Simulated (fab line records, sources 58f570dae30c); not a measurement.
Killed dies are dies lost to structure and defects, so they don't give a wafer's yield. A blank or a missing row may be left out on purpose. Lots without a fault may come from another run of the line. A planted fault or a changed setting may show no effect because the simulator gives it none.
A struck lot beside a sound one | flow berkeley_cmos170 | 14 steps out of a route of 331
Sound: wafers L357.1, L357.3, L357.4. Struck: wafers L369.3, L369.4, L369.5. The cause comes at the end.
At each step with rows: each side's tool, then ch and its chambers, then its first start. Under that, the readings that differ: sound wafers | struck wafers | difference of the means | sigmas: that difference in standard deviations of wafers without a fault.
alike: readings whose means differ by less than 2 such deviations, and words and numbers that are the same on both sides. not compared: withheld readings, readings that some wafer has no value for, bounds like >300 that may hide the same value, and numbers for which the record gives no deviation and whose values overlap.
The two part at a step that has a row with sigmas, a row that says differs or no value, or rows on one side only. Numbers that don't overlap but have no deviation are shown without sigmas and don't part them. A reading that every wafer of one side lacks parts them only if that side has two wafers or more.

first, 3 steps without rows for these wafers: UCB170_PFIELD_EXPOSE_03 (exposes mask PFIELD, target cd 1500 nm); UCB170_PFIELD_PEB_04; UCB170_PFIELD_DEVELOP_05 (develop time 45 s).
UCB170_PFIELD_OVL_MEAS_06:
  sound on overlay-01, day 5 07:28; struck on overlay-01, day 7 22:30
  reading         | sound  | struck   | difference | sigmas
  PFIELD_OVL (nm) | -1 1 2 | 10 15 16 | +13        | +2
then, 1 step without rows for these wafers: UCB170_PFIELD_IMPLANT_07.
UCB170_PFIELD_STRIP_08: strips in O2.
  sound on plasma_asher-03 ch 0,1, day 5 07:40; struck on plasma_asher-01 ch 0,1, day 7 22:42
  alike: drypump_motor_current_A, oes_product_au, strip_time_to_endpoint_s
  not compared: rf_hours_counter_h
UCB170_PFIELD_TW_MEAS_09:
  sound on film_metro-03, day 5 07:46; struck on film_metro-02, day 7 22:47
  alike: PFIELD_TW
then, 2 steps without rows for these wafers: UCB170_FIELD_CLEAN_00 (cleans in dHF, time 7.5 s); UCB170_FIELD_OXIDATION_01 (target thk 558.3 nm, ox time 7200 s).
UCB170_FIELD_THK_MEAS_02:
  sound on film_metro-04, day 5 13:28; struck on film_metro-04, day 8 06:25
  reading              | sound       | struck      | difference | sigmas
  FIELD_OXIDE_THK (nm) | 532 539 534 | 568 560 568 | +30        | +3
then, 2 steps without rows for these wafers: UCB170_FIELD_ANNEAL_03 (time 1200 s); UCB170_FIELD_WET_ETCH_04 (etches SiO2 in dHF, time 60 s).
UCB170_FIELD_WET_ETCH_05: etches Si3N4 in H3PO4, time 12600 s.
  sound on wet_bench-03 ch 0, day 5 17:24; struck on wet_bench-04 ch 1, day 8 10:00
  no value came back on the struck wafers for bath_guard_temp_C (C), bath_heat_duty_pct (%); on the sound wafers bath_guard_temp_C (C) reads 159.5 159.3 159.7
  reading                                      | sound             | struck            | difference | sigmas
  model.Si3N4_of_ACTIVE_CVD_05.thk_nm (nm)     | 0 0 0             | 212.5 211.4 214.1 | +212.7     |
  model.SiO2_of_FIELD_OXIDATION_01.thk_nm (nm) | 464.1 472.1 466.8 | 535.5 526.2 535   | +64.6      |
UCB170_FIELD_WET_ETCH_06: etches SiO2 in BOE, time 22 s.
  sound on wet_bench-03 ch 2, day 5 21:05; struck on wet_bench-03 ch 0, day 8 13:31
  reading                                      | sound             | struck          | difference | sigmas
  model.SiO2_of_FIELD_OXIDATION_01.thk_nm (nm) | 414.7 423.2 417.6 | 485 475.3 484.6 | +63        |
  alike: bath_heat_duty_pct, run_length_s

WHERE THEY PART
First at UCB170_PFIELD_OVL_MEAS_06; last, within this record, at UCB170_FIELD_WET_ETCH_05. Later steps at which nothing parts them and some readings are alike: UCB170_FIELD_WET_ETCH_06.

WHY: what the simulator had put in
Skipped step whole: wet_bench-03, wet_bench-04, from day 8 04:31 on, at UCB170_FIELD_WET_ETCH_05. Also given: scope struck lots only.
